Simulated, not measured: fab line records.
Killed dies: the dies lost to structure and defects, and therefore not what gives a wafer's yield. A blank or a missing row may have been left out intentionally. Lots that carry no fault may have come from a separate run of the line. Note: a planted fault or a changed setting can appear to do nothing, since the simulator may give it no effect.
Chamber matching || flow berkeley-cmos170 || UCB170_SPACER_CVD_00 on pecvd-04: 3 sister chambers
The step deposits SiO2 from TEOS/O2, target thk 376 nm, time 47 s. 14 wafers are shown with their chamber, then 7 later ones without.

== WAFERS, EACH WITH ITS CHAMBER ==
{"wafer": "L712.1", "chamber": 2, "heater-power-w (W)": 348}
{"wafer": "L712.3", "chamber": 1, "heater-power-w (W)": 123}
{"wafer": "L712.6", "chamber": 0, "heater-power-w (W)": 344}
{"wafer": "L714.1", "chamber": 1, "heater-power-w (W)": 154}
{"wafer": "L714.4", "chamber": 0, "heater-power-w (W)": 245}
{"wafer": "L714.6", "chamber": 1, "heater-power-w (W)": 168}
{"wafer": "L716.1", "chamber": 2, "heater-power-w (W)": 283}
{"wafer": "L716.5", "chamber": 1, "heater-power-w (W)": 178}
{"wafer": "L716.6", "chamber": 0, "heater-power-w (W)": 329}
{"wafer": "L718.1", "chamber": 2, "heater-power-w (W)": 279}
{"wafer": "L718.4", "chamber": 0, "heater-power-w (W)": 303}
{"wafer": "L718.6", "chamber": 1, "heater-power-w (W)": 168}
{"wafer": "L721.2", "chamber": 1, "heater-power-w (W)": 171}
{"wafer": "L721.3", "chamber": 0, "heater-power-w (W)": 340}

SIGNATURES (means of the wafers above)
{"reading": "heater-power-w", "chamber 0": 312.20, "chamber 1": 160.33, "chamber 2": 303.33, "scatter within a chamber": 32.5}
Rule: for each reading, subtract the chamber's mean from the wafer's reading, divide by that reading's scatter and square the result; add these up over the readings and take the root, which gives the wafer's distance from the chamber. If the next closest chamber is less than 2 further off than the closest, the wafer can't be placed; otherwise it belongs to the closest. How the scatter is found: for the shown wafers, subtract from each reading the mean of its chamber, square and add these, divide the total by (wafers less chambers), then take the root.

== WAFERS WITHOUT THEIR CHAMBER ==
{"wafer": "L721.6", "heater-power-w (W)": 296}
{"wafer": "L726.1", "heater-power-w (W)": 302}
{"wafer": "L726.5", "heater-power-w (W)": 309}
{"wafer": "L726.6", "heater-power-w (W)": 191}
{"wafer": "L734.1", "heater-power-w (W)": 280}
{"wafer": "L734.4", "heater-power-w (W)": 304}
{"wafer": "L734.5", "heater-power-w (W)": 180}

== THE CHAMBER EACH PASSED THROUGH ==
{"wafer": "L721.6", "from the rows above": "can't be placed: 2 or 0", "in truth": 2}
{"wafer": "L726.1", "from the rows above": "can't be placed: 2 or 0", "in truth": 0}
{"wafer": "L726.5", "from the rows above": "can't be placed: 0 or 2", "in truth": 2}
{"wafer": "L726.6", "from the rows above": 1, "in truth": 1}
{"wafer": "L734.1", "from the rows above": "can't be placed: 2 or 0", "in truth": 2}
{"wafer": "L734.4", "from the rows above": "can't be placed: 2 or 0", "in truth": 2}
{"wafer": "L734.5", "from the rows above": 1, "in truth": 1}
2 of 7 placed correctly. From these rows, 5 cannot be placed; in 5 the true chamber is one of the candidates. Placed wrongly: 0.
